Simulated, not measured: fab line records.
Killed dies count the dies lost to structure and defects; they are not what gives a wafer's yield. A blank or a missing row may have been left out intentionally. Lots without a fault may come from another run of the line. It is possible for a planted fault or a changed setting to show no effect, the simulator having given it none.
fab line records || flow ritCmos
record: {"lots": 12, "wafers": 36, "lastDay": 7}
route steps=202 shown SILICIDE@165 M1@202
lots untouched by any fault: they come from a run of this same line in which no faults occurred
startH: hours from the record's opening day to when the first of the lot's shown wafers began || waitH: time in hours since the lot's previous step || " repeats the value in the row above || L1.1+2: a single row standing in for several wafers || - value missing, or start not given || * or withheld: withheld || < > ~ a bound
route shown NAME@n: names a module that has steps shown in the file, with the first one's number in the route || usual: average and standard deviation across the fault-free wafers || same: alike in all rows || chamber/n: place in a boat || sites: the reading at each site || _std_site: how widely they spread, as a standard deviation || _edge_site: outer sites' mean less inner sites' || radiusMm: for every site, how far away it sits from the centre of the wafer || mask NAME#n: copy n || behind: the most recent tool/chamber to have shaped the wafer || hold: reason for holding the lot/hours on hold/outcome of the hold || device: the transistor (n, p or np) that didn't switch || end of line: the route-end tests of the same wafers || for a step that has no rows: nothing shown but its recipe || killed: count of dies lost to structure and defects at first sort (not the wafer's yield) || map: the dies of a wafer, with x for killed, . for not killed, _ for no die there
set.NAME: the setting that was run; set.NAME@STEP: the one run at that earlier step || model.NAME: the simulator's own value behind a step, which no gauge read
steps of the route over a sample of lots; a table a step, a row a wafer
== steps ==
step: RIT_SILICIDE_RTA_04
recipe: {"tempC": 650, "timeS": 10, "idleTempC": 25, "rampUpS": 5, "rampDownS": 5, "coolToC": 25, "ambient": "N2"}
usual: {"chamberO2Ppm": "1.994/0.023", "wafer_temp_C_max": "652.3/0.55"}
{"lot.wafer": "L549.1", "tool": "rtpAnneal-01", "chamber": 0, "startH": 56.98, "waitH": 0.1, "chamberO2Ppm": 2.020, "wafer_temp_C_max": 652.6}
{"lot.wafer": "L549.4", "tool": "rtpAnneal-01", "chamber": 0, "startH": 56.98, "waitH": 0.1, "chamberO2Ppm": 2.011, "wafer_temp_C_max": 653.3}
{"lot.wafer": "L549.5", "tool": "rtpAnneal-01", "chamber": 0, "startH": 56.98, "waitH": 0.1, "chamberO2Ppm": 2.000, "wafer_temp_C_max": 652.8}
{"lot.wafer": "L550.1", "tool": "rtpAnneal-02", "chamber": 0, "startH": 59.83, "waitH": 0.1, "chamberO2Ppm": 2.007, "wafer_temp_C_max": 652.6}
{"lot.wafer": "L550.2", "tool": "rtpAnneal-02", "chamber": 0, "startH": 59.83, "waitH": 0.1, "chamberO2Ppm": 2.029, "wafer_temp_C_max": 651.8}
{"lot.wafer": "L550.5", "tool": "rtpAnneal-02", "chamber": 0, "startH": 59.83, "waitH": 0.1, "chamberO2Ppm": 2.013, "wafer_temp_C_max": 652.0}
{"lot.wafer": "L551.2", "tool": "rtpAnneal-01", "chamber": 0, "startH": 62.99, "waitH": 0.1, "chamberO2Ppm": 1.999, "wafer_temp_C_max": 652.0}
{"lot.wafer": "L551.3", "tool": "rtpAnneal-01", "chamber": 0, "startH": 62.99, "waitH": 0.1, "chamberO2Ppm": 2.012, "wafer_temp_C_max": 653.0}
{"lot.wafer": "L551.6", "tool": "rtpAnneal-01", "chamber": 0, "startH": 62.99, "waitH": 0.1, "chamberO2Ppm": 2.007, "wafer_temp_C_max": 652.3}
{"lot.wafer": "L552.1", "tool": "rtpAnneal-02", "chamber": 0, "startH": 70.74, "waitH": 0.1, "chamberO2Ppm": 1.990, "wafer_temp_C_max": 652.4}
{"lot.wafer": "L552.5", "tool": "rtpAnneal-02", "chamber": 0, "startH": 70.74, "waitH": 0.1, "chamberO2Ppm": 1.984, "wafer_temp_C_max": 651.6}
{"lot.wafer": "L552.6", "tool": "rtpAnneal-02", "chamber": 0, "startH": 70.74, "waitH": 0.1, "chamberO2Ppm": 2.010, "wafer_temp_C_max": 652.3}
{"lot.wafer": "L553.2", "tool": "rtpAnneal-01", "chamber": 0, "startH": 73.13, "waitH": 0.1, "chamberO2Ppm": 1.986, "wafer_temp_C_max": 652.2}
{"lot.wafer": "L553.4", "tool": "rtpAnneal-01", "chamber": 0, "startH": 73.13, "waitH": 0.1, "chamberO2Ppm": 1.987, "wafer_temp_C_max": 652.4}
{"lot.wafer": "L553.6", "tool": "rtpAnneal-01", "chamber": 0, "startH": 73.13, "waitH": 0.1, "chamberO2Ppm": 1.991, "wafer_temp_C_max": 652.0}
{"lot.wafer": "L558.1", "tool": "rtpAnneal-02", "chamber": 0, "startH": 102.27, "waitH": 0.1, "chamberO2Ppm": 2.012, "wafer_temp_C_max": 645.6}
{"lot.wafer": "L558.3", "tool": "rtpAnneal-02", "chamber": 0, "startH": 102.27, "waitH": 0.1, "chamberO2Ppm": 1.945, "wafer_temp_C_max": 644.5}
{"lot.wafer": "L558.5", "tool": "rtpAnneal-02", "chamber": 0, "startH": 102.27, "waitH": 0.1, "chamberO2Ppm": 1.977, "wafer_temp_C_max": 644.9}
{"lot.wafer": "L560.1", "tool": "rtpAnneal-02", "chamber": 0, "startH": 113.70, "waitH": 0.1, "chamberO2Ppm": 2.090, "wafer_temp_C_max": 645.2}
{"lot.wafer": "L560.2", "tool": "rtpAnneal-02", "chamber": 0, "startH": 113.70, "waitH": 0.1, "chamberO2Ppm": 2.026, "wafer_temp_C_max": 644.6}
{"lot.wafer": "L560.5", "tool": "rtpAnneal-02", "chamber": 0, "startH": 113.70, "waitH": 0.1, "chamberO2Ppm": 2.039, "wafer_temp_C_max": 645.7}
{"lot.wafer": "L563.2", "tool": "rtpAnneal-01", "chamber": 0, "startH": 127.73, "waitH": 0.1, "chamberO2Ppm": 1.994, "wafer_temp_C_max": 651.8}
{"lot.wafer": "L563.3", "tool": "rtpAnneal-01", "chamber": 0, "startH": 127.73, "waitH": 0.1, "chamberO2Ppm": 1.957, "wafer_temp_C_max": 652.3}
{"lot.wafer": "L563.5", "tool": "rtpAnneal-01", "chamber": 0, "startH": 127.73, "waitH": 0.1, "chamberO2Ppm": 1.956, "wafer_temp_C_max": 652.8}
{"lot.wafer": "L565.2", "tool": "rtpAnneal-01", "chamber": 0, "startH": 136.61, "waitH": 0.1, "chamberO2Ppm": 2.006, "wafer_temp_C_max": 652.0}
{"lot.wafer": "L565.3", "tool": "rtpAnneal-01", "chamber": 0, "startH": 136.61, "waitH": 0.1, "chamberO2Ppm": 2.013, "wafer_temp_C_max": 652.2}
{"lot.wafer": "L565.6", "tool": "rtpAnneal-01", "chamber": 0, "startH": 136.61, "waitH": 0.1, "chamberO2Ppm": 1.989, "wafer_temp_C_max": 654.1}
{"lot.wafer": "L567.1", "tool": "rtpAnneal-01", "chamber": 0, "startH": 145.66, "waitH": 0.1, "chamberO2Ppm": 2.001, "wafer_temp_C_max": 653.6}
{"lot.wafer": "L567.3", "tool": "rtpAnneal-01", "chamber": 0, "startH": 145.66, "waitH": 0.1, "chamberO2Ppm": 2.025, "wafer_temp_C_max": 652.9}
{"lot.wafer": "L567.4", "tool": "rtpAnneal-01", "chamber": 0, "startH": 145.66, "waitH": 0.1, "chamberO2Ppm": 2.001, "wafer_temp_C_max": 652.0}
{"lot.wafer": "L569.1", "tool": "rtpAnneal-01", "chamber": 0, "startH": 157.80, "waitH": 0.1, "chamberO2Ppm": 2.028, "wafer_temp_C_max": 652.5}
{"lot.wafer": "L569.3", "tool": "rtpAnneal-01", "chamber": 0, "startH": 157.80, "waitH": 0.1, "chamberO2Ppm": 2.055, "wafer_temp_C_max": 652.3}
{"lot.wafer": "L569.5", "tool": "rtpAnneal-01", "chamber": 0, "startH": 157.80, "waitH": 0.1, "chamberO2Ppm": 2.000, "wafer_temp_C_max": 651.7}
{"lot.wafer": "L571.4", "tool": "rtpAnneal-01", "chamber": 0, "startH": 164.47, "waitH": 0.1, "chamberO2Ppm": 1.990, "wafer_temp_C_max": 652.6}
{"lot.wafer": "L571.5", "tool": "rtpAnneal-01", "chamber": 0, "startH": 164.47, "waitH": 0.1, "chamberO2Ppm": 1.965, "wafer_temp_C_max": 653.6}
{"lot.wafer": "L571.6", "tool": "rtpAnneal-01", "chamber": 0, "startH": 164.47, "waitH": 0.1, "chamberO2Ppm": 1.987, "wafer_temp_C_max": 652.5}
step: RIT_M1_PROBE_99
usual: {"killedAtContacts": "0.1/0.23", "killedAtFrontEnd": "6.7/2.7", "killedDies": "6.7/2.7", "killedOpen": "3.2/1.8", "killedShort": "3.5/1.9"}
same: {"grossDies": 264, "killed_at_M0_to_M3": 0, "killed_at_M4_up": 0, "killedAtBackSide": 0, "killedAtOther": 0}
{"lot.wafer": "L558.1", "tool": "prober-01", "chamber": "-", "startH": 109.12, "waitH": 0.1, "killedAtContacts": 0, "killedAtFrontEnd": 8, "killedDies": 8, "killedOpen": 4, "killedShort": 4}
{"lot.wafer": "L558.3", "tool": "prober-01", "chamber": "-", "startH": 109.22, "waitH": 0.2, "killedAtContacts": 0, "killedAtFrontEnd": 2, "killedDies": 2, "killedOpen": 1, "killedShort": 1}
{"lot.wafer": "L558.5", "tool": "prober-01", "chamber": "-", "startH": 109.32, "waitH": 0.2, "killedAtContacts": 1, "killedAtFrontEnd": 5, "killedDies": 6, "killedOpen": 2, "killedShort": 4}
{"lot.wafer": "L560.1", "tool": "prober-01", "chamber": "-", "startH": 120.26, "waitH": 0.1, "killedAtContacts": 0, "killedAtFrontEnd": 5, "killedDies": 5, "killedOpen": 2, "killedShort": 2}
{"lot.wafer": "L560.2", "tool": "prober-01", "chamber": "-", "startH": 120.31, "waitH": 0.1, "killedAtContacts": 0, "killedAtFrontEnd": 6, "killedDies": 6, "killedOpen": 2, "killedShort": 3}
{"lot.wafer": "L560.5", "tool": "prober-01", "chamber": "-", "startH": 120.46, "waitH": 0.2, "killedAtContacts": 0, "killedAtFrontEnd": 12, "killedDies": 12, "killedOpen": 3, "killedShort": 9}
killed by level:class
L558.1 GATE:geometricParticle:short=3 GATE:geometricParticle:open=3 FOX1:geometricParticle:open=1 FOX2:geometricParticle:short=1
L558.3 GATE:geometricParticle:short=1 GATE:geometricParticle:open=1
L558.5 FOX1:geometricParticle:short=1 FOX1:geometricParticle:open=1 FOX2:geometricParticle:short=1 GATE:geometricParticle:short=1 REOX:geometricParticle:short=1 CONTACT:geometricParticle:open=1
L560.1 FOX1:geometricParticle:short=1 GATE:geometricParticle:open=1 GATE:geometricParticle:short=1 SPACER:geometricParticle:open=1 NSD:coatMicrobubblePrinted=1
L560.2 GATE:geometricParticle:short=3 GATE:geometricParticle:open=1 SILICIDE:geometricParticle:open=1 NSD:coatMicrobubblePrinted=1
L560.5 REOX:geometricParticle:short=3 SILICIDE:geometricParticle:short=3 FOX1:geometricParticle:short=1 FOX2:geometricParticle:short=1 FOX2:geometricParticle:open=1 GATE:geometricParticle:open=1 REOX:geometricParticle:open=1 SPACER:geometricParticle:short=1
== key ==
firstSign: {"step": "RIT_SILICIDE_RTA_04", "reading": "wafer_temp_C_max", "direction": "down", "sigmas": 13, "usual": "*", "struck": "*"}
effect none on later readings
metAt RIT_SILICIDE_RTA_04
struckLots L558,L560
testerLeftOut L558,L560
onsetBetween 70.74 102.27
fault: {"kind": "processParameterDrift", "tool": "rtpAnneal-02", "chamber": "-", "onsetH": 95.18, "steps": "RIT_SILICIDE_RTA_04", "channel": "tempC", "offset": "*", "shape": "step", "endH": 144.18, "actsIn": "*", "stated": "*"}
testerLeftOut: of these lots the tester's yield and bins aren't shown, on N5 and GAA mostly nor the transistor test; their killed dies are dies lost to structure and defects alone, not to doping, threshold or leakage, so they don't give the yield
